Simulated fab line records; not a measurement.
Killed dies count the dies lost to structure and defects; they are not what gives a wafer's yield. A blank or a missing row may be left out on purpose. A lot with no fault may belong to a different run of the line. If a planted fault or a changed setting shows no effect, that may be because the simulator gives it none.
fab line records | flow berkeley_cmos170
[record] lots = 15 | wafers = 45 | last_day = 13
route steps=331 shown GATE@136
lots that met no fault: taken from a fault-free run of the same line
start_h: hours from the record's opening day to when the first of the lot's shown wafers began | wait_h: time in hours since the lot's previous step | " same as the row above | L1.1+2: a row that stands for several wafers | - either no value or no given start | * or withheld: withheld | < > ~ a bound
route shown NAME@n: NAME is a module with steps in the file, n the number in the route of the first one | usual: the fault-free wafers' mean and standard deviation | same: alike in all rows | chamber/n: place in a boat | sites: per-site readings | _std_site: their standard deviation | _edge_site: inner sites' mean taken away from outer sites' mean | radius_mm: for every site, how far away it sits from the centre of the wafer | mask NAME#n: copy n | behind: the last tool/chamber to shape the wafer | hold: reason for holding the lot/hours on hold/outcome of the hold | device: which transistor (n, p or np) failed to switch | end of line: at the end of the route, the tests of the same wafers | a step with no rows: only its recipe | killed: at the first sort, the dies lost to defects and structure; wafer yield is something else | map: dies across one wafer; x = killed, . = not, _ = none there
set.NAME: the setting as run; set.NAME@STEP: as run at that earlier step | model.NAME: the simulator's own value behind a step, which no gauge read
the route's steps for a sample of lots (tables are steps, rows are wafers)
[[steps]]
[step UCB170_GATE_PEB_10]
[recipe] peb_temp_c = 130 | peb_time_s = withheld | resist = KrF
[usual] chill_plate_temp_C = 23.02/0.12 | exhaust_pa = 44.9/0.88
lot.wafer | tool           | chamber | start_h | wait_h | chill_plate_temp_C | exhaust_pa
L397.3    | litho_track-01 | 0       | 155.64  | 0.7    | 22.99              | 43.0
L397.4    | "              | 0       | "       | "      | 23.04              | 43.1
L397.5    | "              | 0       | "       | "      | 22.97              | 44.2
L395.2    | litho_track-01 | 0       | 155.89  | 0.7    | 23.00              | 45.3
L395.3    | "              | 0       | "       | "      | 22.90              | 45.3
L395.5    | "              | 0       | "       | "      | 23.12              | 45.7
L398.2    | litho_track-04 | 0       | 163.01  | 0.3    | 22.88              | 44.8
L398.3    | "              | 0       | "       | "      | 23.13              | 44.6
L398.6    | "              | 0       | "       | "      | 23.06              | 44.9
L402.1    | litho_track-04 | -       | 182.85  | 0.9    | -                  | -
L402.3    | "              | -       | "       | "      | -                  | -
L402.5    | "              | -       | "       | "      | -                  | -
L400.1    | litho_track-04 | -       | 183.12  | 0.9    | -                  | -
L400.2    | "              | -       | "       | "      | -                  | -
L400.5    | "              | -       | "       | "      | -                  | -
L401.1    | litho_track-01 | -       | 183.31  | 0.8    | -                  | -
L401.2    | "              | -       | "       | "      | -                  | -
L401.3    | "              | -       | "       | "      | -                  | -
L410.3    | litho_track-03 | 0       | 228.80  | 0.1    | 22.98              | 45.5
L410.4    | "              | 0       | "       | "      | 23.07              | 44.9
L410.6    | "              | 0       | "       | "      | 22.97              | 45.0
L409.1    | litho_track-01 | 0       | 228.96  | 0.2    | 23.28              | 45.4
L409.2    | "              | 0       | "       | "      | 23.22              | 46.0
L409.6    | "              | 0       | "       | "      | 23.14              | 45.3
L411.1    | litho_track-04 | 0       | 247.29  | 0.1    | 22.90              | 44.3
L411.5    | "              | 0       | "       | "      | 22.91              | 45.9
L411.6    | "              | 0       | "       | "      | 22.95              | 45.1
L416.1    | litho_track-04 | 0       | 255.33  | 0.9    | 22.90              | 44.3
L416.2    | "              | 0       | "       | "      | 23.04              | 45.5
L416.4    | "              | 0       | "       | "      | 22.99              | 44.9
L414.1    | litho_track-03 | 0       | 255.42  | 0.8    | 22.90              | 44.5
L414.2    | "              | 0       | "       | "      | 22.88              | 46.4
L414.5    | "              | 0       | "       | "      | 22.86              | 44.8
L412.1    | litho_track-01 | 0       | 255.45  | 0.5    | 23.02              | 43.5
L412.3    | "              | 0       | "       | "      | 23.06              | 44.4
L412.6    | "              | 0       | "       | "      | 23.20              | 43.5
L413.2    | litho_track-01 | 0       | 255.75  | 0.5    | 22.86              | 45.3
L413.3    | "              | 0       | "       | "      | 22.96              | 44.0
L413.4    | "              | 0       | "       | "      | 22.84              | 45.3
L415.1    | litho_track-04 | 0       | 255.88  | 0.6    | 23.11              | 43.6
L415.5    | "              | 0       | "       | "      | 23.10              | 44.2
L415.6    | "              | 0       | "       | "      | 23.21              | 44.3
L417.2    | litho_track-01 | 0       | 268.32  | 0.1    | 23.09              | 43.9
L417.3    | "              | 0       | "       | "      | 22.97              | 43.1
L417.4    | "              | 0       | "       | "      | 23.13              | 44.4
[[key]]
[first_sign] step = UCB170_GATE_PEB_10 | reading = tool_record | direction = missing
effect none on later readings
met_at UCB170_GATE_PEB_10
struck_lots L400,L401,L402
later_rows_left_out L400.1,L400.2,L400.5,L401.1,L401.2,L401.3,L402.1,L402.3,L402.5
sort_left_out L400.1,L400.2,L400.5,L401.1,L401.2,L401.3,L402.1,L402.3,L402.5
tester_left_out L400,L401,L402
onset_between 163.01 182.85
[fault] kind = skipped_step_whole | tool = litho_track-01,litho_track-04 | chamber = - | onset_h = 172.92 | steps = UCB170_GATE_PEB_10 | scope = struck_lots_only
// tester_left_out: of these lots the tester's yield and bins aren't shown, on N5 and GAA mostly nor the transistor test; their killed dies are dies lost to structure and defects alone, not to doping, threshold or leakage, so they don't give the yield
// sort_left_out: the simulated sort isn't trusted on such a fault, so these wafers' sort isn't shown, and their yield isn't known
// later_rows_left_out: the simulator's readings of these wafers behind a module that went badly wrong aren't trusted and aren't shown, but for the sort
